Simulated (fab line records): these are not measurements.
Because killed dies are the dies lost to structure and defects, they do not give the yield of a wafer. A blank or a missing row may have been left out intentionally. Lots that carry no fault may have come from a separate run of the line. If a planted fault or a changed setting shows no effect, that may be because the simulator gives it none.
A lot that was struck, set against a sound lot | flow ritCmos | 27 out of 202 route steps
Sound: wafers L585.3, L585.5, L585.6. Struck: wafers L604.2, L604.3, L604.4. The cause comes at the end.
Order at every step that has rows: each side's tool, ch and its chambers, its first start. Under that, the readings that differ: sound wafers | struck wafers | difference of the means | sigmas: that difference in standard deviations of wafers without a fault.
alike: readings whose means differ by less than 2 such deviations, and words and numbers that are the same on both sides. not compared: withheld readings, readings that some wafer has no value for, bounds like >300 that may hide the same value, and numbers for which the record gives no deviation and whose values overlap.
Wherever a step has rows on one side only, a row that says differs or no value, or a row with sigmas, the two part there. Non-overlapping numbers with no deviation appear without sigmas and do not part them. A reading that every wafer of one side lacks parts them only if that side has two wafers or more.

RIT_ACTIVE_BOW_MEAS_00:
  sound on filmMetro-01, day 1 10:02; struck on filmMetro-04, day 5 09:01
reading           | sound   | struck   | difference | sigmas
INCOMING_BOW (um) | 7 13 -3 | -12 1 -8 | -12        | -2
then, 1 step without rows for these wafers: RIT_ACTIVE_OXIDATION_01 (target thk 46.8 nm, ox time 3360 s).
RIT_ACTIVE_THK_MEAS_02:
  sound on filmMetro-02, day 1 12:04; struck on filmMetro-01, day 5 12:55
  alike: ACTIVE_OXIDE_THK
RIT_ACTIVE_CVD_03: deposits Si3N4 from SiH2Cl2/NH3, target thk 150 nm, time 1500 s.
  sound on lpcvd-01 ch 1, day 1 12:07; struck on lpcvd-01 ch 1, day 5 12:58
reading                                 | sound             | struck            | difference | sigmas
model.Si3N4_of_ACTIVE_CVD_03.thkNm (nm) | 152.1 152.6 151.8 | 102.9 102.1 101.6 | -50.0      | 
  alike: spikeTcSourceC
RIT_ACTIVE_THK_MEAS_04:
  sound on filmMetro-04, day 1 13:33; struck on filmMetro-02, day 5 14:23
reading                 | sound             | struck            | difference | sigmas
ACTIVE_NITRIDE_THK (nm) | 152.0 152.5 151.8 | 103.0 102.1 101.7 | -49.8      | -33
then, 6 steps without rows for these wafers: RIT_ACTIVE_HMDS_05 (prime time 60 s); RIT_ACTIVE_COAT_06 (resist thk 1000 nm); RIT_ACTIVE_SOFTBAKE_07 (time 60 s); RIT_ACTIVE_EXPOSE_08 (exposes mask M1, target cd 1400 nm); RIT_ACTIVE_PEB_09; RIT_ACTIVE_DEVELOP_10 (develop time 52 s).
RIT_ACTIVE_CD_MEAS_11: target cd 1400 nm.
  sound on cdSem-02, day 1 14:36; struck on cdSem-01, day 5 15:26
  alike: cdNm
then, 1 step without rows for these wafers: RIT_ACTIVE_HARDBAKE_12 (time 60 s).
RIT_ACTIVE_ETCH_13: etches Si3N4 in SF6, stops on SiO2, time 210 s, target depth 210 nm.
  sound on rieDiel-02 ch 0,1,2, day 1 14:50; struck on rieDiel-02 ch 0,1,2, day 5 15:41
reading                          | sound             | struck            | difference | sigmas
oesProductAu (a.u.)              | 0.838 0.843 0.833 | 0.696 0.684 0.682 | -0.151     | -11
model.etch.depthNm (nm)          | 152.1 152.6 151.8 | 102.9 102.1 101.6 | -50.0      | 
model.ACTIVE.featureDepthNm (nm) | 156 152.9 151.8   | 103.2 102.1 105.5 | -50.0      | 
  alike: drypumpMotorCurrentA, throttleValvePct
  not compared: rfHoursCounterH
RIT_ACTIVE_STRIP_14: strips in O2, time 180 s.
  sound on plasmaAsher-04 ch 0,1, day 1 15:02; struck on plasmaAsher-03 ch 0,1, day 5 15:49
  alike: drypumpMotorCurrentA
  not compared: rfHoursCounterH
RIT_ACTIVE_CD_MEAS_90: target cd 1400 nm.
  sound on cdSem-02, day 1 15:11; struck on cdSem-01, day 5 16:01
  alike: cdNm
then, 4 steps without rows for these wafers: RIT_ACTIVE_CLEAN_15 (cleans in SC1, time 600 s); RIT_ACTIVE_CLEAN_16 (cleans in dHF, time 30 s); RIT_ACTIVE_CLEAN_17 (cleans in SC2, time 600 s); RIT_FOX1_OXIDATION_00 (target thk 350.7 nm, ox time 1130 s).
RIT_FOX1_THK_MEAS_01:
  sound on filmMetro-01, day 1 17:32; struck on filmMetro-01, day 5 17:50
  alike: FOX1_OXIDE_THK
then, 2 steps without rows for these wafers: RIT_FOX1_WET_ETCH_02 (etches SiO2 in BOE, target depth 350 nm, time 390 s); RIT_FOX2_OXIDATION_00 (target thk 350.7 nm, ox time 1130 s).
RIT_FOX2_THK_MEAS_01:
  sound on filmMetro-02, day 1 19:59; struck on filmMetro-04, day 5 19:20
  alike: FOX2_OXIDE_THK
RIT_FOX2_CLEAN_02: cleans in dHF, time 180 s.
  sound on wetBench-02 ch 1, day 1 20:01; struck on wetBench-04 ch 2, day 5 19:23
reading                                 | sound             | struck            | difference | sigmas
model.Si3N4_of_ACTIVE_CVD_03.thkNm (nm) | 132.8 133.4 132.6 | 83.68 82.91 82.44 | -49.92     | 
then, 1 step without rows for these wafers: RIT_FOX2_WET_ETCH_03 (etches Si3N4 in H3PO4, target depth 195 nm, time 2762 s).
RIT_M1_PROBE_99:
  sound on prober-01, day 3 12:13; struck on prober-01, day 7 16:02
reading                           | sound             | struck            | difference | sigmas
model.etest.pldd.widthNm (nm)     | 3161 3181 3176    | 3101 3102 3100    | -72        | 
model.etest.nldd.widthNm (nm)     | 3175 3177 3166    | 3094 3102 3120    | -67        | 
model.etest.nplusSal.widthNm (nm) | 3402 3425 3420    | 3389 3387 3396    | -25        | 
model.etest.pplusSal.widthNm (nm) | 3439 3419 3396    | 3383 3393 3377    | -34        | 
model.etest.nmosNarrow.driveUaUm  | 222.1 223.4 222.8 | 211.7 213.8 214   | -9.6       | 
model.etest.pmosNarrow.driveUaUm  | 99.67 100.8 101.8 | 94.98 95.08 96.02 | -5.40      | 
  alike: killedAtContacts, killedAtFrontEnd, killedDies, killedOpen, killedShort

## WHERE THEY PART
At RIT_ACTIVE_BOW_MEAS_00 first; at RIT_ACTIVE_ETCH_13 last (within this record only). Later steps at which nothing parts them and some readings are alike: RIT_ACTIVE_STRIP_14, RIT_ACTIVE_CD_MEAS_90, RIT_FOX1_THK_MEAS_01, RIT_FOX2_THK_MEAS_01, RIT_M1_PROBE_99.

WHY: the cause the simulator had injected
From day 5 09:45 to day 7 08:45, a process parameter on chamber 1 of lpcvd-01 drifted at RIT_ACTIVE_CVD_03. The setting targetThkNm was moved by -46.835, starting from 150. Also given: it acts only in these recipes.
